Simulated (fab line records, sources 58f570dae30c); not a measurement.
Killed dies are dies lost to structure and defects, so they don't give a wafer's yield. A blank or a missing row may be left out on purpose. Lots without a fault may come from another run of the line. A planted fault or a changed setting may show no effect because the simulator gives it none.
fab line records | flow berkeley_cmos170
record lots=7 wafers=21 last_day=12
route steps=331 shown SILICIDE@212 CONTACT@216
lots that met no fault: from a run of the same line without faults
start_h: hours from the record's first day to the start of the lot's first wafer shown | wait_h: hours since the lot's step before | " the same as in the row above | L1.1+2: a row that stands for several wafers | - no value, or no start given | * or withheld: withheld | < > ~ a bound
route shown NAME@n: a module of which the file shows steps, and the number in the route of the first | usual: mean/standard deviation of fault-free wafers | same: alike in all rows | chamber/n: place in a boat | sites: the reading at each site | _std_site: their standard deviation | _edge_site: outer sites' mean less inner sites' | radius_mm: how far each site lies from the wafer's centre | mask NAME#n: copy n | behind: the tool/chamber that last shaped the wafer | hold: why the lot was held/for how many hours/how that ended | device: the transistor (n, p or np) that didn't switch | end of line: the same wafers' tests at the end of the route | a step without rows: its recipe alone | killed: dies lost to structure and defects at the first sort, not the wafer's yield | map: a wafer's dies, x killed, . not, _ none there
set.NAME: the setting as run; set.NAME@STEP: as run at that earlier step | model.NAME: the simulator's own value behind a step, which no gauge read
lots at some steps of the route; a table a step, a row a wafer
services: from which hour (start_h, from the record's first day; less than 0 if before it) a tool's chamber was out of use, for how many hours, and why
## steps
# step UCB170_SILICIDE_RS_MEAS_02
# recipe thk_meas_gauge=four-point-probe reads=Ti_of_SILICIDE_SPUTTER_01
# usual SILICIDE_TI_RS=26.0/0.31
# columns lot.wafer tool chamber start_h wait_h SILICIDE_TI_RS[ohm/sq]
L888.1 film_metro-04 - 175.95 0.0 26.5
L888.2 " - " " 26.3
L888.6 " - " " 26.2
L889.3 film_metro-01 - 195.71 0.1 25.7
L889.5 " - " " 25.7
L889.6 " - " " 25.6
L891.2 film_metro-01 - 196.26 0.0 25.4
L891.5 " - " " 25.6
L891.6 " - " " 25.5
L893.1 film_metro-01 - 206.00 0.0 26.0
L893.2 " - " " 25.8
L893.3 " - " " 26.1
L892.1 film_metro-02 - 206.23 0.0 26.0
L892.4 " - " " 26.1
L892.6 " - " " 25.9
L898.3 film_metro-01 - 243.06 0.1 26.0
L898.4 " - " " 26.0
L898.5 " - " " 26.0
L904.3 film_metro-04 - 272.68 0.1 26.2
L904.4 " - " " 26.4
L904.5 " - " " 26.0
# step UCB170_SILICIDE_THK_MEAS_03
# recipe thk_meas_gauge=xrf reads=Ti_of_SILICIDE_SPUTTER_01
# usual SILICIDE_TI_THK=30.2/0.32
# columns lot.wafer tool chamber start_h wait_h SILICIDE_TI_THK[nm]
L888.1 film_metro-04 - 176.07 0.1 29.8
L888.2 " - " " 30.0
L888.6 " - " " 30.0
L889.3 film_metro-01 - 195.81 0.1 30.4
L889.5 " - " " 30.4
L889.6 " - " " 30.6
L891.2 film_metro-01 - 196.37 0.1 30.8
L891.5 " - " " 30.6
L891.6 " - " " 30.6
L893.1 film_metro-01 - 206.12 0.1 30.3
L893.2 " - " " 30.4
L893.3 " - " " 30.1
L892.1 film_metro-02 - 206.35 0.1 30.1
L892.4 " - " " 30.2
L892.6 " - " " 30.3
L898.3 film_metro-01 - 243.16 0.1 30.3
L898.4 " - " " 30.3
L898.5 " - " " 30.1
L904.3 film_metro-04 - 272.78 0.1 30.1
L904.4 " - " " 30.0
L904.5 " - " " 30.5
# step UCB170_SILICIDE_RTA_04
# recipe temp_c=650 time_s=15 ambient=N2
# usual anneal_temp_c_max=652.8/0.99 chamber_o2_ppm=2.000/0.021 lamp_power_pct=10.7/0.37 wafer_temp_C_max=652.5/0.61
# same time_s=15
# columns lot.wafer tool chamber start_h wait_h anneal_temp_c_max chamber_o2_ppm lamp_power_pct wafer_temp_C_max
L888.1 rtp_anneal-02 0 176.13 0.1 652.1 2.043 11.0 653.1
L888.2 " 0 " " 651.8 1.969 11.0 652.1
L888.6 " 0 " " 652.0 1.992 11.0 652.8
L889.3 rtp_anneal-02 0 195.87 0.1 652.6 1.950 11.0 653.2
L889.5 " 0 " " 652.3 1.972 11.0 654.0
L889.6 " 0 " " 652.8 1.943 11.0 652.6
L891.2 rtp_anneal-02 0 196.43 0.1 652.9 2.009 11.0 651.6
L891.5 " 0 " " 652.6 2.014 11.0 653.0
L891.6 " 0 " " 652.5 2.000 11.0 653.3
L893.1 rtp_anneal-01 0 206.18 0.1 654.8 1.945 10.3 651.6
L893.2 " 0 " " 653.2 1.978 10.3 651.5
L893.3 " 0 " " 654.0 1.964 10.3 652.7
L892.1 rtp_anneal-02 0 206.41 0.1 651.4 2.017 11.0 653.3
L892.4 " 0 " " 651.3 2.013 11.0 652.2
L892.6 " 0 " " 651.4 1.991 11.0 653.5
L898.3 rtp_anneal-02 0 243.22 0.1 651.6 2.010 11.0 653.8
L898.4 " 0 " " 652.2 2.043 11.0 652.2
L898.5 " 0 " " 652.3 2.003 11.0 652.2
L904.3 rtp_anneal-01 0 272.85 0.1 653.0 2.051 10.3 652.7
L904.4 " 0 " " 653.9 2.019 10.3 651.9
L904.5 " 0 " " 653.8 1.987 10.3 652.0
# step UCB170_SILICIDE_WET_ETCH_05
# recipe chemistry=SPM time_s=45 temp_c=120 target=Ti
# step UCB170_CONTACT_CLEAN_00
# recipe chemistry=SPM temp_c=120 time_s=600
# step UCB170_CONTACT_CVD_01
# recipe material=PSG target_thk_nm=700 temp_c=450 precursor=SiH4/O2/PH3 time_s=2820 pressure_mtorr=300 sih4_flow_sccm=60 o2_flow_sccm=90 ph3_flow_sccm=25
# step UCB170_CONTACT_THK_MEAS_02
# recipe reads=PSG_of_CONTACT_CVD_01
# usual CONTACT_PSG_THK=702/7.6
# columns lot.wafer tool chamber start_h wait_h CONTACT_PSG_THK[nm]
L888.1 film_metro-01 - 179.34 0.0 704
L888.2 " - " " 698
L888.6 " - " " 701
L891.2 film_metro-04 - 200.85 0.0 690
L891.5 " - " " 693
L891.6 " - " " 695
L889.3 film_metro-01 - 200.86 0.0 695
L889.5 " - " " 692
L889.6 " - " " 696
L893.1 film_metro-04 - 208.25 0.0 698
L893.2 " - " " 696
L893.3 " - " " 691
L892.1 film_metro-04 - 209.11 0.0 689
L892.4 " - " " 693
L892.6 " - " " 696
L898.3 film_metro-01 - 246.72 0.1 711
L898.4 " - " " 717
L898.5 " - " " 713
L904.3 film_metro-01 - 274.92 0.0 711
L904.4 " - " " 715
L904.5 " - " " 716
# step UCB170_CONTACT_HMDS_03
# recipe prime_time_s=60 prime_temp_c=100
# step UCB170_CONTACT_COAT_04
# recipe resist=KrF spin_rpm=1500 resist_thk_nm=900
# step UCB170_CONTACT_SOFTBAKE_05
# recipe resist=KrF temp_c=130 time_s=60
# step UCB170_CONTACT_STRIP_06
# recipe chemistry=O2 power_w=400 pressure_mtorr=3500 platen_temp_c=withheld o2_flow_sccm=400 overash_fraction=0.5
# usual drypump_motor_current_A=6.0/0.39 oes_product_au=0.735/0.0048 strip_time_to_endpoint_s=21.97/0.065
# columns lot.wafer tool chamber start_h wait_h drypump_motor_current_A oes_product_au rf_hours_counter_h strip_time_to_endpoint_s
L888.1 plasma_asher-04 0 179.85 0.1 6.4 0.729 47 21.97
L888.2 " 1 " " 5.5 0.733 47 21.95
L888.6 " 1 " " 5.5 0.733 - 21.95
L891.2 plasma_asher-04 0 201.35 0.1 6.4 0.733 49 21.92
L891.5 " 0 " " 6.4 0.740 - 21.94
L891.6 " 1 " " 5.5 0.741 - 21.93
L889.3 plasma_asher-02 0 201.39 0.1 6.4 0.737 - 22.02
L889.5 " 0 " " 6.4 0.737 - 21.93
L889.6 " 1 " " 6.1 0.738 - 21.95
L893.1 plasma_asher-01 0 208.76 0.1 6.2 0.728 41 22.04
L893.2 " 1 " " 5.5 0.737 41 21.97
L893.3 " 1 " " 5.5 0.735 - 21.99
L892.1 plasma_asher-04 1 210.07 0.1 5.5 0.732 50 22.11
L892.4 " 1 " " 5.5 0.741 - 22.01
L892.6 " 0 " " 6.4 0.744 - 21.97
L898.3 plasma_asher-04 0 247.31 0.1 6.4 0.733 - 21.90
L898.4 " 1 " " 5.5 0.724 - 21.98
L898.5 " 0 " " 6.4 0.738 - 21.95
L904.3 plasma_asher-04 1 275.45 0.1 5.5 0.734 - 22.09
L904.4 " 0 " " 6.4 0.742 - 22.06
L904.5 " 1 " " 5.5 0.732 - 22.09
# step UCB170_CONTACT_CLEAN_07
# recipe chemistry=SPM temp_c=120 time_s=600
# step UCB170_CONTACT_RTA_08
# recipe temp_c=900 time_s=10 ambient=N2
# usual anneal_temp_c_max=904.0/1.2 chamber_o2_ppm=2.001/0.024 lamp_power_pct=24.9/0.86 time_s=10/0 wafer_temp_C_max=903.4/0.7
# columns lot.wafer tool chamber start_h wait_h anneal_temp_c_max chamber_o2_ppm lamp_power_pct time_s wafer_temp_C_max
L888.1 rtp_anneal-01 0 180.16 0.0 904.6 2.013 24.0 10 903.3
L888.2 " 0 " " 904.9 1.994 24.0 10 904.5
L888.6 " 0 " " 905.8 1.978 24.0 10 903.1
L889.3 rtp_anneal-02 0 201.65 0.0 903.6 2.001 25.7 10 903.3
L889.5 " 0 " " 903.3 2.062 25.7 10 903.0
L889.6 " 0 " " 902.6 2.065 25.7 10 903.0
L891.2 rtp_anneal-02 - 201.71 0.1 - - - - -
L891.5 " - " " - - - - -
L891.6 " - " " - - - - -
L893.1 rtp_anneal-01 - 209.05 0.0 - - - - -
L893.2 " - " " - - - - -
L893.3 " - " " - - - - -
L892.1 rtp_anneal-02 - 210.36 0.0 - - - - -
L892.4 " - " " - - - - -
L892.6 " - " " - - - - -
L898.3 rtp_anneal-01 0 247.74 0.0 904.8 2.004 24.0 10 903.0
L898.4 " 0 " " 904.9 2.003 24.0 10 902.8
L898.5 " 0 " " 904.2 2.024 24.0 10 903.9
L904.3 rtp_anneal-01 0 275.74 0.0 905.5 1.973 24.0 10 902.9
L904.4 " 0 " " 906.3 1.944 24.0 10 902.8
L904.5 " 0 " " 906.1 1.954 23.9 10 904.3
# step UCB170_CONTACT_COAT_09
# recipe resist=BARC temp_c=withheld time_s=withheld spin_rpm=3000 resist_thk_nm=withheld
## services
# columns tool chamber start_h hours kind
rtp_anneal-01 - 175.86 2.7 pm
plasma_asher-02 - 236.25 7.7 repair
## key
first_sign step=UCB170_CONTACT_RTA_08 reading=tool_record direction=missing
effect none on later readings
met_at UCB170_CONTACT_RTA_08
struck_wafers L891.2,L891.5,L891.6,L892.1,L892.4,L892.6,L893.1,L893.2,L893.3
later_rows_left_out L891.2,L891.5,L891.6,L892.1,L892.4,L892.6,L893.1,L893.2,L893.3
sort_left_out L891.2,L891.5,L891.6,L892.1,L892.4,L892.6,L893.1,L893.2,L893.3
tester_left_out L891,L892,L893
onset_between 201.65 201.71
fault kind=skipped_step_whole tool=rtp_anneal-01,rtp_anneal-02 chamber=- onset_h=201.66 steps=UCB170_CONTACT_RTA_08 scope=struck_lots_only
# tester_left_out: of these lots the tester's yield and bins aren't shown, on N5 and GAA mostly nor the transistor test; their killed dies are dies lost to structure and defects alone, not to doping, threshold or leakage, so they don't give the yield
# sort_left_out: the simulated sort isn't trusted on such a fault, so these wafers' sort isn't shown, and their yield isn't known
# later_rows_left_out: the simulator's readings of these wafers behind a module that went badly wrong aren't trusted and aren't shown, but for the sort
